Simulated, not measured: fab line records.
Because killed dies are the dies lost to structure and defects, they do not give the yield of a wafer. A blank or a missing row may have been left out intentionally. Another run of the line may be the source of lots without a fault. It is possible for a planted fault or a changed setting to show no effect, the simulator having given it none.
The tool behind it: which one? / flow berkeley-cmos170 / 16 lots with 48 wafers sampled at 2 steps, on a route of 331 steps

== WHAT THE GAUGES SHOWED, per wafer ==
UCB170_GATE_OVL_MEAS_13. Usual: for GATE_OVL the level is 5 nm and the standard deviation is 5.1.
lot=L580; measured=day 7 03:14; on=overlay-02; GATE_OVL (nm)=-8 0 -1; flag=
lot=L581; measured=day 7 09:59; on=overlay-02; GATE_OVL (nm)=10 4 11; flag=
lot=L586; measured=day 8 03:06; on=overlay-02; GATE_OVL (nm)=5 9 3; flag=
lot=L584; measured=day 8 03:44; on=overlay-01; GATE_OVL (nm)=-1 5 -2; flag=
lot=L585; measured=day 8 03:55; on=overlay-02; GATE_OVL (nm)=7 0 0; flag=
lot=L587; measured=day 8 13:25; on=overlay-01; GATE_OVL (nm)=-2 14 0; flag=
lot=L591; measured=day 8 17:48; on=overlay-02; GATE_OVL (nm)=11 4 6; flag=
lot=L592; measured=day 8 18:05; on=overlay-01; GATE_OVL (nm)=-4 11 -6; flag=
lot=L590; measured=day 8 18:10; on=overlay-02; GATE_OVL (nm)=-4 4 -2; flag=
lot=L588; measured=day 8 18:17; on=overlay-01; GATE_OVL (nm)=1 1 2; flag=
lot=L589; measured=day 8 18:24; on=overlay-01; GATE_OVL (nm)=-134 -125 -132; flag=OFF
lot=L593; measured=day 10 01:20; on=overlay-01; GATE_OVL (nm)=-123 -118 -123; flag=OFF
lot=L595; measured=day 10 04:34; on=overlay-01; GATE_OVL (nm)=6 5 -6; flag=
lot=L598; measured=day 10 15:24; on=overlay-02; GATE_OVL (nm)=-124 -116 -125; flag=OFF
lot=L600; measured=day 11 06:06; on=overlay-02; GATE_OVL (nm)=-130 -125 -119; flag=OFF
lot=L603; measured=day 12 08:20; on=overlay-01; GATE_OVL (nm)=12 10 -1; flag=

== EACH LOT AND THE TOOL THAT RAN IT (in order: tool; ch and the chambers of the sampled wafers; start) ==
lot=L580; UCB170_GATE_EXPOSE_09=krf-scanner-01 ch 0, day 7 02:44
lot=L581; UCB170_GATE_EXPOSE_09=krf-scanner-01 ch 0, day 7 09:13
lot=L586; UCB170_GATE_EXPOSE_09=krf-scanner-01 ch 0, day 8 02:25
lot=L584; UCB170_GATE_EXPOSE_09=krf-scanner-01 ch 0, day 8 03:05
lot=L585; UCB170_GATE_EXPOSE_09=krf-scanner-02 ch 0, day 8 03:19
lot=L587; UCB170_GATE_EXPOSE_09=krf-scanner-02 ch 0, day 8 12:53
lot=L591; UCB170_GATE_EXPOSE_09=krf-scanner-01 ch 0, day 8 17:06
lot=L592; UCB170_GATE_EXPOSE_09=krf-scanner-01 ch 0, day 8 17:13
lot=L590; UCB170_GATE_EXPOSE_09=krf-scanner-02 ch 0, day 8 17:27
lot=L588; UCB170_GATE_EXPOSE_09=krf-scanner-02 ch 0, day 8 17:33
lot=L589; UCB170_GATE_EXPOSE_09=krf-scanner-01 ch 0, day 8 17:47
lot=L593; UCB170_GATE_EXPOSE_09=krf-scanner-01 ch 0, day 10 00:27
lot=L595; UCB170_GATE_EXPOSE_09=krf-scanner-02 ch 0, day 10 03:53
lot=L598; UCB170_GATE_EXPOSE_09=krf-scanner-01 ch 0, day 10 14:48
lot=L600; UCB170_GATE_EXPOSE_09=krf-scanner-01 ch 0, day 11 05:37
lot=L603; UCB170_GATE_EXPOSE_09=krf-scanner-02 ch 0, day 12 07:49
- UCB170_GATE_EXPOSE_09: exposes mask POLY, target cd 350 nm.

== WHAT THE TOOLS THEMSELVES READ (means of the sampled wafers that have a number; where no wafer has one, the mark that the record gives instead) ==
UCB170_GATE_EXPOSE_09. Usual: 20.986 for exposure-dose-mJ-cm2, sd 0.023.
lot=L580 tool=krf-scanner-01 exposure-dose-mJ-cm2=20.970 flag=
lot=L581 tool=krf-scanner-01 exposure-dose-mJ-cm2=20.997 flag=
lot=L586 tool=krf-scanner-01 exposure-dose-mJ-cm2=20.988 flag=
lot=L584 tool=krf-scanner-01 exposure-dose-mJ-cm2=20.980 flag=
lot=L585 tool=krf-scanner-02 exposure-dose-mJ-cm2=20.973 flag=
lot=L587 tool=krf-scanner-02 exposure-dose-mJ-cm2=20.997 flag=
lot=L591 tool=krf-scanner-01 exposure-dose-mJ-cm2=20.981 flag=
lot=L592 tool=krf-scanner-01 exposure-dose-mJ-cm2=20.990 flag=
lot=L590 tool=krf-scanner-02 exposure-dose-mJ-cm2=21.003 flag=
lot=L588 tool=krf-scanner-02 exposure-dose-mJ-cm2=20.994 flag=
lot=L589 tool=krf-scanner-01 exposure-dose-mJ-cm2=21.011 flag=
lot=L593 tool=krf-scanner-01 exposure-dose-mJ-cm2=20.985 flag=
lot=L595 tool=krf-scanner-02 exposure-dose-mJ-cm2=20.977 flag=
lot=L598 tool=krf-scanner-01 exposure-dose-mJ-cm2=21.016 flag=
lot=L600 tool=krf-scanner-01 exposure-dose-mJ-cm2=20.994 flag=
lot=L603 tool=krf-scanner-02 exposure-dose-mJ-cm2=21.003 flag=

== THE ANSWER, worked out from the rows above alone ==
Rule: a lot is off if the mean of its wafers that have a number lies more than 3 standard deviations from the usual mean. Also off: a lot with no number at a reading for which 4 or more lots have one. Any other lot the step has rows for is counted as sound. First the gauges in route order, then the tools' own readings, where a lot's mean is used as printed above. The first step at which some lot is off is used, and at that step the reading that is off furthest; a lot without a number counts as furthest.
Off: L589, L593, L598, L600, seen at UCB170_GATE_OVL_MEAS_13 (GATE_OVL).
If a tool, at a process step before that reading, ran all the lots that are off and no sound lot after the first of them, it fits. Gauges at UCB170_GATE_OVL_MEAS_13: tried the same way as those tools. One candidate fits, namely krf-scanner-01 at UCB170_GATE_EXPOSE_09. Its last sound lot is L592 (day 8 17:13), its first lot that is off L589 (day 8 17:47): a fault that began between those two fits.

== WHAT THE SIMULATOR HAD INSERTED ==
Scanner matching overlay: krf-scanner-01, from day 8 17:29 on, at UCB170_GATE_EXPOSE_09. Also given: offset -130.
Struck lots among those shown: L589, L593, L598, L600. The same result came from the rule above.
